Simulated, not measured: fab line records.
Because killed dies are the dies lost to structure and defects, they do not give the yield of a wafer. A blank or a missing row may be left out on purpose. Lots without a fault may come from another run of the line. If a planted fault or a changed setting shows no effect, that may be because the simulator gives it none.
Problem report, 8D (eight disciplines) form, completed by code :: flow berkeleyCmos170 :: the parts of the form that need people (team, actions taken, sign-off) are left out

== 1. WHAT WENT WRONG ==
A mean of 0.5577 Pa is read at UCB170_M3_SPUTTER_01 for chamberPressurePa, taken on 1 wafer of 1 lot, against 0.4999 Pa (standard deviation 0.001) on wafers free of any fault. That is +58 standard deviations from the usual mean.
The step: material Al, target thk 900 nm, time 120 s.
First observed at day 11 10:40: wafer L891.6, on pvdSputter-01. At this step, 39 wafers from 13 lots have a number in the record. Rule for "out" (also "out of limits"): further than 4 standard deviations from the usual mean. The rest of the wafers with a number are treated as sound.

== 2. WHAT IT IS, WHAT IT ISN'T ==
question: which readings at this step
is: chamberPressurePa
is not: -

question: which lots
is: L891
is not: L874, L875, L876, L878, L880, L882, L884, L885, L886, L894, L895, L897

question: which wafers of those lots
is: L891.6
is not: L891.1, L891.2

question: read on which tools
is: pvdSputter-01
is not: pvdSputter-02, pvdSputter-04

question: when
is: from day 11 10:40
is not: up to then (29 sound wafers); but 9 sound wafers of L894, L895, L897 came after

== 3. THE SUSPECTS, EACH WITH WHAT RULES IT OUT ==
Counting: if a tool at a process step up to the reading ran every lot that is out, it stays a suspect. Sound lots after the first of them don't rule it out here, since some wafers of a struck lot are sound.
- rieDiel-02 at UCB170_CONTACT_ETCH_17 (etches BARC in N2/H2): kept. It ran the lot that is out, L891 (day 10 17:50); its last sound lot up to then is L882 (day 8 22:15).
- pvdSputter-01 at UCB170_M3_SPUTTER_01 (material Al, target thk 900 nm, time 120 s): kept. It ran the lot that is out, L891 (day 11 10:40); its last sound lot up to then is L886 (day 10 14:58). On those wafers its own readings are out: chamberPressurePa.
- Within rieDiel-02 at UCB170_CONTACT_ETCH_17: the wafers that are out ran in chamber 3; their sound lot-mates ran in chambers 1, 2.
The count leaves pvdSputter-01 at UCB170_M3_SPUTTER_01 and rieDiel-02 at UCB170_CONTACT_ETCH_17.

== 4. THE CAUSE (what the simulator had put in) ==
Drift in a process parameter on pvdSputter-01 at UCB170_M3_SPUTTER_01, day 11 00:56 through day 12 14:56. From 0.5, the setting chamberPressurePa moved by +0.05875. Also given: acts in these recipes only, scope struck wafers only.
Counting left 2 suspects, and this tool is among them.

== 5. THE EFFECT CHAIN, in route order ==
One row per reading whose mean, taken over the struck wafers that have a number, lies over 3 standard deviations from the usual. Only readings for which the record gives a usual standard deviation are gone through. hours: the time from each lot's start at the first step in this table that gives one to its start at this step, as a median over the lots. sigmas: the change in usual standard deviations.
hours: 0
step: UCB170_M3_SPUTTER_01
reading: chamberPressurePa
usual: 0.4999 Pa
on struck wafers: 0.5577
change: +0.0578
sigmas: +58

hours: 0
step: UCB170_M3_SPUTTER_01
reading: throttleValvePct
usual: 30.3 %
on struck wafers: 27.5
change: -2.8
sigmas: -3.4

hours: 4
step: UCB170_M3_PROBE_99
reading: sort_bin_3_pad_short
usual: 0.0 %
on struck wafers: 0.4
change: +0.4
sigmas: +3.1
The process steps in it:
- UCB170_M3_SPUTTER_01: material Al, target thk 900 nm, time 120 s.
- UCB170_M3_PROBE_99
Later steps that measure or inspect, where all struck wafers having a row at the step show a number for every such reading and not one has moved that far: UCB170_M3_CD_MEAS_90.

== 6. HOW IT WOULD HAVE BEEN CAUGHT EARLIER ==
In this record no reading fell out of limits until day 11 10:40, 10 hours after the fault had begun at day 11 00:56.
